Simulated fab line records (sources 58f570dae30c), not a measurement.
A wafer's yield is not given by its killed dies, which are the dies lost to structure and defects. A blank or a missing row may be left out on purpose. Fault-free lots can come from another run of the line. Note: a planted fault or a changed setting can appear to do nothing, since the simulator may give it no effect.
The same fault as seen by 2 desks || flow berkeleyCmos170 || every desk sees just its own numbers, and what lay behind them comes last

## THE TOOL OWNER'S DESK: lpcvd-02
The tool's own readings at UCB170_CONTACT_CVD_01 (deposits PSG from SiH4/O2/PH3, target thk 700 nm, time 2820 s): means of the sampled wafers that have a number, for each lot that ran on this tool. Marked OUT: a lot whose mean sits more than 4 standard deviations from the usual mean, which makes it out of limits; the brackets give that distance.
Columns: A = ph3FlowSccm at UCB170_CONTACT_CVD_01, usual 25.01 sccm; B = sih4FlowSccm at UCB170_CONTACT_CVD_01, usual 60.04 sccm; C = zonePowerCentrePct at UCB170_CONTACT_CVD_01, usual 19.7 %
{"lot": "L555", "first seen here": "day 7 12:33", "A": 25.07, "B": 60.03, "C": 21.6}
{"lot": "L554", "first seen here": "day 7 14:20", "A": 25.05, "B": 60.04, "C": 21.7}
{"lot": "L557", "first seen here": "day 8 03:17", "A": 24.98, "B": 59.96, "C": 21.6}
{"lot": "L558", "first seen here": "day 8 14:44", "A": 25.01, "B": 59.91, "C": 21.7}
{"lot": "L561", "first seen here": "day 9 07:30", "A": 25.00, "B": 59.97, "C": 21.6}
{"lot": "L562", "first seen here": "day 9 07:30", "A": 25.05, "B": 60.01, "C": 19.5}
{"lot": "L569", "first seen here": "day 11 01:44", "A": 25.05, "B": 60.07, "C": 19.5}
{"lot": "L570", "first seen here": "day 11 01:44", "A": 24.97, "B": 59.91, "C": 19.4}
Result from this desk: across the 8 lots, nothing is out of limits.

## METROLOGY DESK
What the gauges read, lot by lot, whatever tool the lot ran on: means of the sampled wafers that have a number. Marked OUT: a lot whose mean sits more than 4 standard deviations from the usual mean, which makes it out of limits; the brackets give that distance.
Columns: A = CONTACT_PSG_THK at UCB170_CONTACT_THK_MEAS_02, usual 694 nm
{"lot": "L552", "first seen here": "day 7 08:28", "A": 689}
{"lot": "L555", "first seen here": "day 7 14:20", "A": 697}
{"lot": "L554", "first seen here": "day 7 16:07", "A": 699}
{"lot": "L557", "first seen here": "day 8 05:04", "A": 697}
{"lot": "L558", "first seen here": "day 8 16:31", "A": 690}
{"lot": "L562", "first seen here": "day 9 09:17", "A": 697}
{"lot": "L561", "first seen here": "day 9 09:18", "A": 685}
{"lot": "L564", "first seen here": "day 9 19:46", "A": 694}
{"lot": "L569", "first seen here": "day 11 03:31", "A": "894 (+34) OUT"}
{"lot": "L570", "first seen here": "day 11 03:32", "A": "895 (+35) OUT"}
{"lot": "L571", "first seen here": "day 11 04:43", "A": 701}
{"lot": "L574", "first seen here": "day 11 13:40", "A": 696}
{"lot": "L573", "first seen here": "day 11 16:20", "A": 695}
{"lot": "L572", "first seen here": "day 11 16:20", "A": 704}
This desk reports L569, L570 out of limits; the earliest was L569 at day 11 03:31 (CONTACT_PSG_THK at UCB170_CONTACT_THK_MEAS_02). Within limits: L552, L555, L554, L557, L558, L562, L561, L564, L571, L574, L573, L572.

## BROUGHT TOGETHER
An alarm was possible from the metrology desk at day 11 03:31, on L569, L570.
Nothing out of limits was seen by the tool owner's desk.
On record at the tool owner's desk: L569, L570, within its limits.
All the named lots went through UCB170_CONTACT_CVD_01 on lpcvd-02.

## WHAT WAS PUT IN BY THE SIMULATOR
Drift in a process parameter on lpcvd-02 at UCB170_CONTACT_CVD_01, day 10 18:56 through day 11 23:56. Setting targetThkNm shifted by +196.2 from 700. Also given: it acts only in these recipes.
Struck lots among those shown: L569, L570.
Time in hours between the start of the fault and the first out-of-limits reading at each desk: metrology desk, 9.
